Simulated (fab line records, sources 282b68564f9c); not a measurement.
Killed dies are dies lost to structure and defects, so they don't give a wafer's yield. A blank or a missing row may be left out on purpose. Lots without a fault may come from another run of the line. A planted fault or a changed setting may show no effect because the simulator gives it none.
Problem report in the 8D (eight disciplines) form, filled by code | flow rit_cmos | the parts of the form that need people (team, actions taken, sign-off) are left out

1. THE PROBLEM
oes_product_au at RIT_GATE_ETCH_19 reads a mean of 1.014 a.u. on 9 wafers of 3 lots; wafers without a fault read 0.840 a.u. with a standard deviation of 0.011. That is +16 standard deviations from the usual mean.
The step: etches poly-Si in SF6/CHF3/O2, stops on SiO2, time 165 s, target depth 312.5 nm.
First seen on wafer L572.2, day 4 00:46, on rie_si-01. The record holds 45 wafers of 15 lots with a number at this step. Rule for "out", or "out of limits": more than 4 standard deviations from the usual mean. The other wafers with a number count as sound.

2. WHAT IT IS AND WHAT IT IS NOT
question                    | is                     | is not
which readings at this step | oes_product_au         | CHF3_flow_sccm, chamber_pressure_mTorr, drypump_motor_current_A, rf_fwd_power_W, throttle_valve_pct
which lots                  | L572, L575, L577       | L567, L568, L569, L570, L571, L573, L582, L584, L586, L588, L589, L590
which wafers of those lots  | all that have a number | -
read on which tools         | rie_si-01              | rie_si-02
when                        | from day 4 00:46       | up to then (18 sound wafers); but 18 sound wafers of L582, L584, L586, L588, L589, L590 came after

3. SUSPECTS, AND WHAT RULES EACH OUT
Counting: a tool at a process step up to the reading stays a suspect if it ran every lot that is out and no sound lot after the first of them.
- rie_si-01 at RIT_GATE_ETCH_19 (etches poly-Si in SF6/CHF3/O2, stops on SiO2, time 165 s, target depth 312.5 nm): ruled out as a lasting fault. Sound lots L589 ran on it after its first lot that is out, L572 (day 4 00:46).
Left after counting: nothing in the record.

4. THE CAUSE (what the simulator had put in)
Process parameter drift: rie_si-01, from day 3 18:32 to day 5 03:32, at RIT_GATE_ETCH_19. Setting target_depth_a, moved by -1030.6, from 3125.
Counting ruled it out, wrongly.

5. THE CHAIN OF EFFECTS, in route order
Each row: a reading whose mean over the struck wafers that have a number lies more than 3 standard deviations from the usual. Only readings for which the record gives a usual standard deviation are gone through. hours: the time from each lot's start at the first step in this table that gives one to its start at this step, as a median over the lots. sigmas: the change in usual standard deviations.
hours | step             | reading             | usual      | on struck wafers | change | sigmas
0     | RIT_GATE_ETCH_19 | oes_product_au      | 0.840 a.u. | 1.014            | +0.174 | +16
22    | RIT_M1_PROBE_99  | killed_at_front_end | 6          | 264              | +258   | +83
22    | RIT_M1_PROBE_99  | killed_dies         | 6          | 264              | +258   | +83
22    | RIT_M1_PROBE_99  | killed_on_rim       | 1.7        | 70.0             | +68.3  | +53
The process steps in it:
- RIT_GATE_ETCH_19: etches poly-Si in SF6/CHF3/O2, stops on SiO2, time 165 s, target depth 312.5 nm.
- RIT_M1_PROBE_99

6. WHAT WOULD HAVE CAUGHT IT SOONER
In this record the first reading out of limits was taken at day 4 00:46, 6 hours after the fault began at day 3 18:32.
